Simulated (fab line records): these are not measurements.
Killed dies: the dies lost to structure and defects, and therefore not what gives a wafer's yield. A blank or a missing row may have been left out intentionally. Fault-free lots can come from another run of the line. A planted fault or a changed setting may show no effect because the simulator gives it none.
Split-lot experiment    flow berkeley-cmos170    on a route of 331 steps: 5 lots, 23 wafers read

== ON THE SPLIT ==
At UCB170_ACTIVE_EXPOSE_10 (exposes mask ACTIVE, target cd 1200 nm), the setting dose-mj was moved away from the recipe's 20 on 4 of the 23 wafers read, by +1.9% to +6.0%. The other wafers ran this setting at the recipe's value.

== FROM THE SPLIT TO THE READING: what the file shows between them, 5 steps ==
- UCB170_ACTIVE_PEB_11
- UCB170_ACTIVE_DEVELOP_12: develop time 45 s
- UCB170_ACTIVE_CD_MEAS_13: target cd 1200 nm
- UCB170_ACTIVE_ETCH_15: etches Si3N4 in CH3F/Ar/O2, stops on SiO2, target depth 242 nm, time 151 s
- UCB170_ACTIVE_STRIP_16: strips in O2

== THE READING ==
Shown in nm: cd-nm at UCB170_ACTIVE_CD_MEAS_90, with target cd 1200 nm. Typical for fault-free wafers on this fab line: 1200.0 nm, with standard deviation 1.3 nm.

wafer   tool, chamber at the split  dose-mj as run  against the recipe  cd-nm, nm  against lot-mates on the recipe
L079.1  krf-scanner-01, 0           21.2            +6.0%               1188.8     -10.4
L079.2  krf-scanner-01, 0           21.2            +6.0%               1188.2     -11.0
L079.3  krf-scanner-01, 0           20              recipe              1198.7     -
L079.4  krf-scanner-01, 0           20              recipe              1199.4     -
L079.5  krf-scanner-01, 0           20              recipe              1199.5     -
L078.1  krf-scanner-02, 0           20              recipe              1199.1     -
L078.3  krf-scanner-02, 0           20              recipe              1198.0     -
L078.4  krf-scanner-02, 0           20              recipe              1199.4     -
L078.5  krf-scanner-02, 0           20.38           +1.9%               1196.6     -2.2
L078.6  krf-scanner-02, 0           20.38           +1.9%               1194.9     -3.9
L080.1  krf-scanner-01, 0           20              recipe              1203.3     -
L080.4  krf-scanner-01, 0           20              recipe              1201.3     -
L080.6  krf-scanner-01, 0           20              recipe              1202.1     -
L081.2  krf-scanner-01, 0           20              recipe              1201.4     -
L081.3  krf-scanner-01, 0           20              recipe              1200.1     -
L081.4  krf-scanner-01, 0           20              recipe              1200.1     -
L081.5  krf-scanner-01, 0           20              recipe              1201.2     -
L081.6  krf-scanner-01, 0           20              recipe              1200.1     -
L083.1  krf-scanner-02, 0           20              recipe              1201.2     -
L083.3  krf-scanner-02, 0           20              recipe              1199.7     -
L083.4  krf-scanner-02, 0           20              recipe              1200.4     -
L083.5  krf-scanner-02, 0           20              recipe              1199.5     -
L083.6  krf-scanner-02, 0           20              recipe              1200.9     -

THE FIT
A straight line over all 23 wafers: cd-nm changes by -1.99 nm for each +1% of dose-mj; r = -0.95; the points scatter about the line by 1.2 nm.
The same after taking each lot's own level away (the mean of its wafers on the recipe; 23 wafers): -1.77 nm for each +1%; r = -0.98; scatter 0.66 nm.
That fit puts the effect of the largest move of dose-mj on the reading at 11 nm.
The span of the lots' own levels, 1198.83 to 1202.23 nm, comes to 2.6 times the standard deviation stated above.
Hence the slope depends on the lot-to-lot level, as the two fits are not the same.
Check: for one of the wafers moved furthest among these (+6.0%), held out of the fit, the line's prediction against its lot-mates is -10.8 nm. Against them it came out at -10.4 nm.

== THE OTHER SPLITS THESE WAFERS WENT THROUGH ==
These wafers also went through other splits before the reading. Each is held against what the fit with the lots' levels taken away leaves over:
other split on the same wafers    wafers away from the commonest value  r with cd-nm (lot level and that fit taken away)
UCB170_START_OXIDATION_02 temp-c  10                                    +0.00

== THE WHOLE CHAIN: every reading that the file lists as answering this split, in the file's order ==
step                      what it does                                                                reading                                                        change (the file's fit)               r (the file's)
UCB170_ACTIVE_CD_MEAS_13  target cd 1200 nm                                                           cd-nm                                                          -1.75 nm for each +1% of the setting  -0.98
UCB170_ACTIVE_ETCH_15     etches Si3N4 in CH3F/Ar/O2, stops on SiO2, target depth 242 nm, time 151 s  ACTIVE.cd-nm (the simulator's own value, which no gauge read)  -1.74 nm for each +1% of the setting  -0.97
UCB170_ACTIVE_CD_MEAS_90  target cd 1200 nm                                                           cd-nm                                                          -1.77 nm for each +1% of the setting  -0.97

== FILE'S OWN FIT ==
cd-nm changes by -1.77 nm for each +1% of dose-mj, r = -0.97.
